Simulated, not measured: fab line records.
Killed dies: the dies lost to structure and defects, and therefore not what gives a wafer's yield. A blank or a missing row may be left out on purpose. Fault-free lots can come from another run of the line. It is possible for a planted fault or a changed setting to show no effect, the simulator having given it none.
Struck lot and sound lot, side by side -- flow rit_cmos -- 26 out of 202 route steps
Sound: these wafers, L615.1, L615.2, L615.5. Wafers L627.1, L627.4, L627.6 were the ones struck. The cause comes at the end.
Per side, at each step with rows, come the tool, then ch with its chambers, and then its first start. Under that, the readings that differ: sound wafers -- struck wafers -- difference of the means -- sigmas: that difference in standard deviations of wafers without a fault.
alike: readings whose means differ by less than 2 such deviations, and words and numbers that are the same on both sides. not compared: withheld readings, readings that some wafer has no value for, bounds like >300 that may hide the same value, and numbers for which the record gives no deviation and whose values overlap.
Wherever a step has rows on one side only, a row that says differs or no value, or a row with sigmas, the two part there. Numbers that don't overlap but have no deviation are shown without sigmas and don't part them. A reading missing from all wafers of one side parts the sides only when that side holds two or more wafers.

first, 1 step without rows for these wafers: RIT_PRETRO_IMPLANT_08.
RIT_PRETRO_STRIP_09: strips in O2, time 180 s.
  sound on plasma_asher-04 ch 0,1, day 3 03:46; struck on plasma_asher-04 ch 0,1, day 5 15:03
  alike: drypump_motor_current_A, rf_refl_power_W
  not compared: rf_hours_counter_h
RIT_PRETRO_TW_MEAS_10:
  sound on film_metro-02, day 3 03:57; struck on film_metro-02, day 5 15:13
  alike: PRETRO_TW
then, 5 steps without rows for these wafers: RIT_GATE_WET_ETCH_00 (etches SiO2 in BOE, target depth 56 nm, time 60 s); RIT_GATE_CLEAN_01 (cleans in SC1, time 600 s); RIT_GATE_CLEAN_02 (cleans in dHF, time 30 s); RIT_GATE_CLEAN_03 (cleans in SC2, time 600 s); RIT_GATE_CLEAN_04 (cleans in dHF, time 60 s).
RIT_FOX2_THK_MEAS_91:
  sound on film_metro-02, day 3 04:37; struck on film_metro-04, day 5 15:42
  alike: FIELD_OXIDE_LEFT_2_THK
then, 2 steps without rows for these wafers: RIT_GATE_OXIDATION_05 (target thk 3 nm, ox time 270 s); RIT_GATE_ANNEAL_06 (time 600 s).
RIT_GATE_THK_MEAS_07:
  sound on film_metro-02, day 3 10:40; struck on film_metro-02, day 5 17:15
  alike: GATE_OXIDE_THK
RIT_GATE_CVD_08: deposits poly-Si from SiH4, target thk 250 nm, time 2220 s.
  sound on lpcvd-02 ch 0, day 3 10:44; struck on lpcvd-01 ch 1, day 5 17:36
reading,sound,struck,difference,sigmas
spike_tc_centre_C (C),610.5 612.1 611.4,522.4 522.6 522.1,-89.0,-81
spike_tc_load_C (C),633.9 631.4 632.2,538.3 538.6 538.2,-94.1,-43
spike_tc_source_C (C),625.4 625.4 625.1,537.7 539.4 539.9,-86.3,-43
susceptor_temp_C (C),610.2 609.9 609.9,520.3 519.9 519.8,-90.0,-99 or more
zone_power_centre_pct (%),27.2 27.3 26.9,21.7 21.7 21.8,-5.4,-9
zone_power_source_pct (%),11.0 11.2 11.1,6.8 6.9 6.8,-4.3,-5
model.poly-Si_of_GATE_CVD_08.thk_nm (nm),251.7 253.4 252.3,23.81 23.55 23.99,-228.68,
RIT_GATE_THK_MEAS_09:
  sound on film_metro-01, day 3 12:21; struck on film_metro-02, day 5 19:13
reading,sound,struck,difference,sigmas
GATE_POLY_THK (nm),251.8 253.4 252.3,23.8 23.6 24.0,-228.7,-91
then, 6 steps without rows for these wafers: RIT_GATE_HMDS_10 (prime time 60 s); RIT_GATE_COAT_11 (resist thk 850 nm); RIT_GATE_SOFTBAKE_12 (time 60 s); RIT_GATE_EXPOSE_13 (exposes mask M6, target cd 150 nm); RIT_GATE_PEB_14; RIT_GATE_DEVELOP_15 (develop time 50 s).
RIT_GATE_CD_MEAS_16: target cd 150 nm.
  sound on cd_sem-01, day 3 13:16; struck on cd_sem-02, day 5 20:08
  alike: cd_nm
RIT_GATE_OVL_MEAS_17:
  sound on overlay-01, day 3 13:23; struck on overlay-01, day 5 20:15
  alike: GATE_OVL
then, 1 step without rows for these wafers: RIT_GATE_HARDBAKE_18 (time 60 s).
RIT_GATE_ETCH_19: etches poly-Si in SF6/CHF3/O2, stops on SiO2, time 165 s, target depth 312.5 nm.
  sound on rie_si-01 ch 0,1,3, day 3 13:34; struck on rie_si-01 ch 0,2, day 5 20:26
reading,sound,struck,difference,sigmas
oes_product_au (a.u.),0.860 0.831 0.847,0.316 0.311 0.312,-0.533,-41
model.GATE.feature_depth_nm (nm),251.7 253.4 252.3,23.81 23.55 23.99,-228.68,
model.etch.depth_nm (nm),251.7 253.4 252.3,23.81 23.55 23.99,-228.68,
  alike: O2_flow_sccm, drypump_motor_current_A, throttle_valve_pct
  not compared: rf_hours_counter_h
RIT_GATE_STRIP_20: strips in O2, time 180 s.
  sound on plasma_asher-04 ch 0,1, day 3 13:41; struck on plasma_asher-03 ch 0, day 5 20:33
reading,sound,struck,difference,sigmas
drypump_motor_current_A (A),6.21 6.19 6.18,5.74 5.74 5.77,-0.44,-2
  alike: rf_refl_power_W
  not compared: rf_hours_counter_h
RIT_M1_PROBE_99:
  sound on prober-02, day 4 10:22; struck on prober-02, day 6 17:28
reading,sound,struck,difference,sigmas
killed_at_front_end,12 8 8,264 264 264,+255,+82
killed_dies,12 8 8,264 264 264,+255,+82
killed_on_rim,4 3 2,70 70 70,+67,+48
  alike: killed_open, killed_short

WHERE THEY PART
Last at RIT_M1_PROBE_99 as far as this record goes, first at RIT_GATE_CVD_08.

WHY: whatever the simulator had introduced
lpcvd-01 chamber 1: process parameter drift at RIT_GATE_CVD_08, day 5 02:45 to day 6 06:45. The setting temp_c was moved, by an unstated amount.
